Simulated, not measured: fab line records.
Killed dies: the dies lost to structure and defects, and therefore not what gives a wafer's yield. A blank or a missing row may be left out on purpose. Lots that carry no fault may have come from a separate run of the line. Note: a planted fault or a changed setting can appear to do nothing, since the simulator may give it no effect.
A single fault, viewed from 2 desks	flow berkeley_cmos170	each desk holds nothing but its own numbers, with what lay behind them at the end

== AT THE TOOL OWNER'S DESK: rie_metal-03 ==
The tool's own readings at UCB170_M3_METAL_ETCH_18 (etches Al in Cl2/BCl3, stops on SiO2, target depth 1170 nm, time 195 s): means of the sampled wafers that have a number, for each lot that ran on this tool. If a lot's mean is further than 4 standard deviations from the usual mean, the lot is out of limits and carries the mark OUT (the distance appears in the brackets).
Columns: A = bias_w at UCB170_M3_METAL_ETCH_18, usual 120.0 W; B = drypump_motor_current_A at UCB170_M3_METAL_ETCH_18, usual 5.9 A; C = he_backside_leak_sccm at UCB170_M3_METAL_ETCH_18, usual 3.31 sccm; D = oes_product_au at UCB170_M3_METAL_ETCH_18, usual 0.854 a.u.; E = run_length_s at UCB170_M3_METAL_ETCH_18, usual 223.4 s; F = throttle_valve_pct at UCB170_M3_METAL_ETCH_18, usual 24.40 %
lot	first seen here	A	B	C	D	E	F
L798	day 9 16:35	119.9	5.8	3.25	0.850	223.1	24.55
L804	day 11 01:08	120.1	5.7	3.45	0.864	223.1	24.49
L806	day 11 04:50	119.8	5.7	3.15	0.859	223.0	24.53
L813	day 12 21:44	-	5.8	3.22	0.971 (+12) OUT	200.7 (-41) OUT	24.47
L815	day 13 12:11	-	5.7	3.31	0.968 (+11) OUT	200.7 (-41) OUT	24.46
This desk's verdict: out of limits on L813, L815, starting with L813 at day 12 21:44 (oes_product_au at UCB170_M3_METAL_ETCH_18). L798, L804, L806: within limits.

== FROM THE METROLOGY DESK ==
What the gauges read, lot by lot, whatever tool the lot ran on: means of the sampled wafers that have a number. If a lot's mean is further than 4 standard deviations from the usual mean, the lot is out of limits and carries the mark OUT (the distance appears in the brackets).
Columns: A = NLDD_OVL at UCB170_NLDD_OVL_MEAS_07, usual 1 nm; B = CONTACT_OVL at UCB170_CONTACT_OVL_MEAS_16, usual 0 nm
lot	first seen here	A	B
L799	day 8 03:19	1	-1
L800	day 8 03:35	2	5
L798	day 8 03:53	4	-1
L802	day 8 04:07	4	-1
L804	day 9 13:56	1	2
L806	day 9 14:57	2	-1
L805	day 9 15:19	16	-2
L807	day 10 03:01	-10	2
L809	day 10 03:16	3	-8
L810	day 10 04:00	3	-2
L812	day 11 04:06	-5	4
L813	day 11 05:04	3	-2
L815	day 11 19:34	9	2
L819	day 13 01:35	1	1
This desk found nothing out of limits on any of the 14 lots.

== PUT TOGETHER ==
The tool owner's desk had the chance to raise an alarm at day 12 21:44 on L813, L815.
Nothing out of limits was seen by the metrology desk.
The metrology desk has L813, L815 on record, within its limits.
Of the lots named, all ran UCB170_M3_METAL_ETCH_18 on rie_metal-03.

== WHAT WAS PUT IN BY THE SIMULATOR ==
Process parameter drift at UCB170_M3_METAL_ETCH_18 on rie_metal-03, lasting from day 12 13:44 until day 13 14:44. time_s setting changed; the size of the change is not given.
Lots struck among those shown: L813, L815.
Delay in hours, fault start to first out-of-limits reading, by desk: the tool owner's desk at 8.
